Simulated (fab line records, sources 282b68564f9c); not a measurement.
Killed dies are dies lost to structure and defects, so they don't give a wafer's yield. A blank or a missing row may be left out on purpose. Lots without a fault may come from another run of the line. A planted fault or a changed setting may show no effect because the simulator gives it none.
One fault seen from 2 desks | flow rit_cmos | each desk has only its own numbers; what lay behind them comes last

THE METROLOGY DESK
What the gauges read, lot by lot, whatever tool the lot ran on: means of the sampled wafers that have a number. A lot is out of limits, marked OUT, if its mean lies more than 4 standard deviations from the usual mean; the brackets give that distance.
Columns: A = NRETRO_OVL at RIT_NRETRO_OVL_MEAS_06, usual 0.7 nm; B = FIELD_OXIDE_LEFT_2_THK at RIT_FOX2_THK_MEAS_91, usual 256 nm; C = NLDD_RS at RIT_SDANNEAL_RS_MEAS_07, usual 151.6 ohm/sq
lot  | first seen here | A    | B   | C
L615 | day 2 06:49     | 2.3  | 263 | 151.1
L616 | day 2 12:14     | -0.6 | 257 | 151.6
L618 | day 2 22:20     | -0.5 | 253 | 152.1
L619 | day 3 03:33     | -0.1 | 251 | 151.7
L620 | day 3 08:47     | 1.5  | 258 | 151.3
L621 | day 3 14:16     | 0.2  | 256 | 151.0
L624 | day 4 06:23     | 1.2  | 250 | 151.4
L625 | day 4 11:51     | 1.0  | 255 | 152.1
L628 | day 5 01:01     | 2.0  | 262 | 152.3
L629 | day 5 05:58     | -0.3 | 253 | 152.2
L631 | day 5 16:19     | 1.4  | 270 | 151.2
L635 | day 6 10:05     | 0.1  | 255 | 151.9
L636 | day 6 15:56     | 3.3  | 266 | 151.3
L637 | day 6 21:04     | 1.9  | 252 | 151.8
This desk's finding: nothing out of limits on any of the 14 lots.

THE TOOL OWNER'S DESK: litho_track-03
The tool's own readings at RIT_NSD_HARDBAKE_07 (time 60 s): means of the sampled wafers that have a number, for each lot that ran on this tool. A lot is out of limits, marked OUT, if its mean lies more than 4 standard deviations from the usual mean; the brackets give that distance.
Columns: A = heater_power_total_W at RIT_NSD_HARDBAKE_07, usual 62.54 W; B = plate_temp_C at RIT_NSD_HARDBAKE_07, usual 139.99 C
lot  | first seen here | A               | B
L616 | day 3 11:13     | 62.54           | 140.16
L628 | day 5 20:03     | 60.02 (-47) OUT | 135.51 (-32) OUT
L629 | day 6 03:22     | 60.05 (-46) OUT | 135.58 (-32) OUT
This desk's finding: out of limits on L628, L629; first on L628, day 5 20:03 (heater_power_total_W at RIT_NSD_HARDBAKE_07). In limits: L616.

PUT TOGETHER
The tool owner's desk could have raised an alarm at day 5 20:03, on L628, L629.
The metrology desk saw nothing out of limits.
The metrology desk has L628, L629 on record, within its limits.
Of the lots named, all ran RIT_NSD_HARDBAKE_07 on litho_track-03.

WHAT THE SIMULATOR HAD PUT IN
Process parameter drift: litho_track-03, from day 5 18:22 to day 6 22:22, at RIT_NSD_HARDBAKE_07. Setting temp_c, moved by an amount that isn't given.
Lots struck among those shown: L628, L629.
Hours from the fault's start to each desk's first reading out of limits: the tool owner's desk, 2.
